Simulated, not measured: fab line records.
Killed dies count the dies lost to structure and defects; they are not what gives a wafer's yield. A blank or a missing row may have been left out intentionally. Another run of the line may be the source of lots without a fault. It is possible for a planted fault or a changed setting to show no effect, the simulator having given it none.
Comparing a struck lot with a sound one :: flow ritCmos :: 14 out of 202 route steps
Sound: these wafers, L894.1, L894.3, L894.5. Wafers struck: L906.3, L906.5, L906.6. The cause is named last.
At each step with rows: each side's tool, then ch and its chambers, then its first start. Under that, the readings that differ: sound wafers :: struck wafers :: difference of the means :: sigmas: that difference in standard deviations of wafers without a fault.
alike: same words and numbers on both sides, and readings whose means sit less than 2 such deviations apart. not compared: any withheld reading, any reading some wafer has no value for, any bound like >300 that may hide the same value, and any number with overlapping values for which the record gives no deviation.
A row with sigmas, a row that says differs or no value, or rows on one side alone: a step with any of these is where the two part. Numbers that don't overlap but have no deviation are shown without sigmas and don't part them. A reading that every wafer of one side lacks parts them only if that side has two wafers or more.

RIT_NRETRO_SOFTBAKE_02: time 61.41 s.
  sound on lithoTrack-04 ch 0, day 3 17:29; struck on lithoTrack-02 ch 0, day 6 13:12
  alike: plateSensorTCentreC, plateSensorTEdgeC
then, 3 steps without rows for these wafers: RIT_NRETRO_EXPOSE_03 (exposes mask M4, target cd 43900 nm); RIT_NRETRO_PEB_04; RIT_NRETRO_DEVELOP_05 (develop time 68 s).
RIT_NRETRO_OVL_MEAS_06:
  sound: overlay-01 at day 3 18:04; struck: overlay-02 at day 6 13:52
  alike: NRETRO_OVL
then, 2 steps without rows for these wafers: RIT_NRETRO_HARDBAKE_07 (time 120 s); RIT_NRETRO_IMPLANT_08.
RIT_NRETRO_STRIP_09: strips in O2, time 180 s.
  sound on plasmaAsher-04 ch 1, day 3 18:31; struck on plasmaAsher-04 ch 0,1, day 6 14:32
  alike: drypumpMotorCurrentA
  not compared: rfHoursCounterH
RIT_NRETRO_TW_MEAS_10:
  sound: filmMetro-02 at day 3 18:41; struck: filmMetro-03 at day 6 14:41
  alike: NRETRO_TW
then, 2 steps without rows for these wafers: RIT_PRETRO_HMDS_00 (prime time 60 s); RIT_PRETRO_COAT_01 (resist thk 1300 nm).
RIT_PRETRO_SOFTBAKE_02: time 62.37 s.
  sound on lithoTrack-04 ch 0, day 3 19:02; struck on lithoTrack-01 ch 0, day 6 15:04
  alike: plateSensorTCentreC, plateSensorTEdgeC
RIT_PRETRO_EXPOSE_03: exposes mask M5, target cd 43700 nm.
  sound on ilineStepper-01 ch 0, day 3 19:19; struck on ilineStepper-01, day 6 15:12
  no value came back on the struck wafers for exposureDoseMJCm2, focusOffsetNm (nm); on the sound wafers exposureDoseMJCm2 reads 249.50 249.97 249.84
  alike: mask
next, for these wafers, 1 step has no rows: RIT_PRETRO_PEB_04.

## WHERE THEY PART
Within this record, at RIT_PRETRO_EXPOSE_03 only.

WHY: whatever the simulator had introduced
Entire step skipped (ilineStepper-01, RIT_PRETRO_EXPOSE_03), from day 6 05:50 onward. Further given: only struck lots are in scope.
